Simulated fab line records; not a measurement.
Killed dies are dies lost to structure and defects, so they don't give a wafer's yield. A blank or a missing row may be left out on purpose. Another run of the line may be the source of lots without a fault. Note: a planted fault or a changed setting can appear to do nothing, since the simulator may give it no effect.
Problem report in the 8D (eight disciplines) form, filled by code -- flow rit-cmos -- the parts of the form that need people (team, actions taken, sign-off) are left out

== 1. THE ISSUE ==
SILICIDE_TI_RS at RIT_SILICIDE_RS_MEAS_02 reads a mean of 98.1 ohm/sq on 1 wafer of 1 lot; wafers without a fault read 48.0 ohm/sq with a standard deviation of 0.69. Measured from the usual mean, that is +73 standard deviations.
The step: measures by four-point-probe.
Earliest sighting: wafer L514.4 on film-metro-03 at day 6 16:43. The record has a number at this step for 39 wafers belonging to 13 lots. By rule, "out" or "out of limits" means more than 4 standard deviations away from the usual mean. All remaining wafers that have a number are taken as sound.

== 2. WHAT IT IS, WHAT IT ISN'T ==
question,is,is not
which readings at this step,SILICIDE_TI_RS,-
which lots,L514,"L497, L499, L500, L501, L502, L504, L505, L516, L517, L518, L519, L520"
which wafers of those lots,L514.4,"L514.2, L514.3"
read on which gauges,film-metro-03,"film-metro-01, film-metro-02"
when,from day 6 16:43,"up to then (23 sound wafers); but 15 sound wafers of L516, L517, L518, L519, L520 came after"

== 3. THE SUSPECTS, EACH WITH WHAT RULES IT OUT ==
Counting: any tool at a process step up to the reading remains a suspect provided it ran every lot that is out. Sound lots after the first of them don't rule it out here, since some wafers of a struck lot are sound.
- the gauge at RIT_SILICIDE_RS_MEAS_02: kept. All the wafers that are out were read on film-metro-03, and no step on other tools shows them out.
- pvd-sputter-04 at RIT_SILICIDE_SPUTTER_01 (material Ti, target thk 30 nm, time 240 s): kept. It processed L514, the lot that is out, at day 6 16:33, and its most recent sound lot before then was L504 at day 4 13:12.
Remaining after the count are pvd-sputter-04 at RIT_SILICIDE_SPUTTER_01 and film-metro-03 at RIT_SILICIDE_RS_MEAS_02.

== 4. THE CAUSE (what the simulator had put in) ==
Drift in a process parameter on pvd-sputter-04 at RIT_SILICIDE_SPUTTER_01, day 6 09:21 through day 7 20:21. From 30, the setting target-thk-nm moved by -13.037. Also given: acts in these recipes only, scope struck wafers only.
2 suspects survive the count, and this tool is in that group.

== 5. SEQUENCE OF EFFECTS, ordered by route ==
Each row: a reading where the mean over the struck wafers with a number is more than 3 standard deviations away from the usual. Only readings for which the record gives a usual standard deviation are gone through. hours: the time from each lot's start at the first step in this table that gives one to its start at this step, as a median over the lots. sigmas: the change in usual standard deviations.
hours,step,reading,usual,on struck wafers,change,sigmas
0,RIT_SILICIDE_RS_MEAS_02,SILICIDE_TI_RS,48.0 ohm/sq,98.1,+50.1,+73
0,RIT_SILICIDE_THK_MEAS_03,SILICIDE_TI_THK,30.1 nm,17.3,-12.8,-35

== 6. WHAT WOULD HAVE CAUGHT IT SOONER ==
The first out-of-limits reading at a measuring or inspecting step in this record came at day 6 16:43, 7 hours after the fault's start at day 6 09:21.
An alarm limit of 4 standard deviations would not have fired on the tool readings at RIT_SILICIDE_SPUTTER_01 for which the record gives a usual standard deviation, since none of them was out on any struck wafer.
By day 6 16:43, every lot that is out (1) had started RIT_SILICIDE_SPUTTER_01 on pvd-sputter-04. Tool hold at that time: it would have spared none of them.
